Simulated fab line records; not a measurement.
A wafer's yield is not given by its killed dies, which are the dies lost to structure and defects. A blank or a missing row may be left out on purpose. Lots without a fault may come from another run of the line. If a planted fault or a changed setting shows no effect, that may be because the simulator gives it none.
Which tool was responsible?	flow ritCmos	12 lots with 36 wafers sampled at 2 steps, on a route of 202 steps

## WHAT THE GAUGES READ, wafer by wafer
RIT_CONTACT_THK_MEAS_01. Usual: CONTACT_TEOS_THK typically reads 413 nm, with standard deviation 5.4.
lot	measured	on	CONTACT_TEOS_THK (nm)	flag
L653	day 3 03:16	filmMetro-04	420 413 419	
L654	day 3 09:56	filmMetro-01	412 415 415	
L659	day 4 08:16	filmMetro-04	406 406 412	
L660	day 4 13:22	filmMetro-02	348 410 416	OFF
L665	day 5 15:05	filmMetro-04	410 409 415	
L667	day 6 03:15	filmMetro-04	415 423 424	
L668	day 6 10:19	filmMetro-02	413 415 419	
L670	day 6 16:28	filmMetro-04	401 405 407	
L671	day 7 02:44	filmMetro-02	409 414 421	
L673	day 7 10:50	filmMetro-04	416 412 414	
L674	day 7 14:31	filmMetro-01	412 422 422	
L676	day 7 22:19	filmMetro-04	414 412 410	

## TOOL THAT RAN EACH LOT (tool first, then ch and the chambers of the sampled wafers, then the start)
lot	RIT_CONTACT_CVD_00
L653	pecvd-01 ch 0,1,2, day 3 03:13
L654	pecvd-02 ch 1,2, day 3 09:52
L659	pecvd-01 ch 0,2, day 4 08:12
L660	pecvd-02 ch 1,2, day 4 13:18
L665	pecvd-01 ch 0,2, day 5 15:01
L667	pecvd-03 ch 0,1,2, day 6 03:11
L668	pecvd-01 ch 0,1,2, day 6 10:16
L670	pecvd-01 ch 1,2, day 6 16:25
L671	pecvd-03 ch 0,1,2, day 7 02:40
L673	pecvd-01 ch 0,1, day 7 10:46
L674	pecvd-03 ch 0,2, day 7 14:28
L676	pecvd-01 ch 0,1,2, day 7 22:16
- RIT_CONTACT_CVD_00: deposits SiO2 from TEOS, target thk 400 nm, time 62.96 s.

## AS READ BY THE TOOLS THEMSELVES (means over the sampled wafers that have a number; for cases with no such wafer, the mark the record gives instead)
RIT_CONTACT_CVD_00. Usual: heaterPowerW reads 380 W (standard deviation 61).
lot	tool	heaterPowerW (W)	flag
L653	pecvd-01	399	
L654	pecvd-02	325	
L659	pecvd-01	355	
L660	pecvd-02	302	
L665	pecvd-01	369	
L667	pecvd-03	375	
L668	pecvd-01	394	
L670	pecvd-01	405	
L671	pecvd-03	363	
L673	pecvd-01	436	
L674	pecvd-03	374	
L676	pecvd-01	384	

## THE ANSWER, worked out from the rows above alone
Rule: a lot is off if the mean of its wafers that have a number lies more than 3 standard deviations from the usual mean. A lot without any number at a reading at which 4 lots or more have one is off too. All remaining lots with rows at the step are treated as sound. The gauges are gone through in route order, then the tools' own readings, and for those a lot's mean is taken as printed above. At the first step where some lot is off, the reading lying furthest off is the one used; lots without a number count as furthest.
Off: L660, seen at RIT_CONTACT_THK_MEAS_01 (CONTACT_TEOS_THK).
A tool fits if, at a process step before that reading, it ran every lot that is off, and no sound lot after the first of them. Those tools and the gauges at RIT_CONTACT_THK_MEAS_01 are tried in the same way. One fits: RIT_CONTACT_CVD_00 on pecvd-02. A fault onset in the window from L654 (day 3 09:52, its last sound lot) to L660 (day 4 13:18, its first lot off) fits.

## WHAT HAD BEEN PUT IN BY THE SIMULATOR
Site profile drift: pecvd-02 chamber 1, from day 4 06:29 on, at RIT_CONTACT_CVD_00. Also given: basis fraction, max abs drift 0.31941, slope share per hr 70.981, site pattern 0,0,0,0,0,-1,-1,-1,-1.
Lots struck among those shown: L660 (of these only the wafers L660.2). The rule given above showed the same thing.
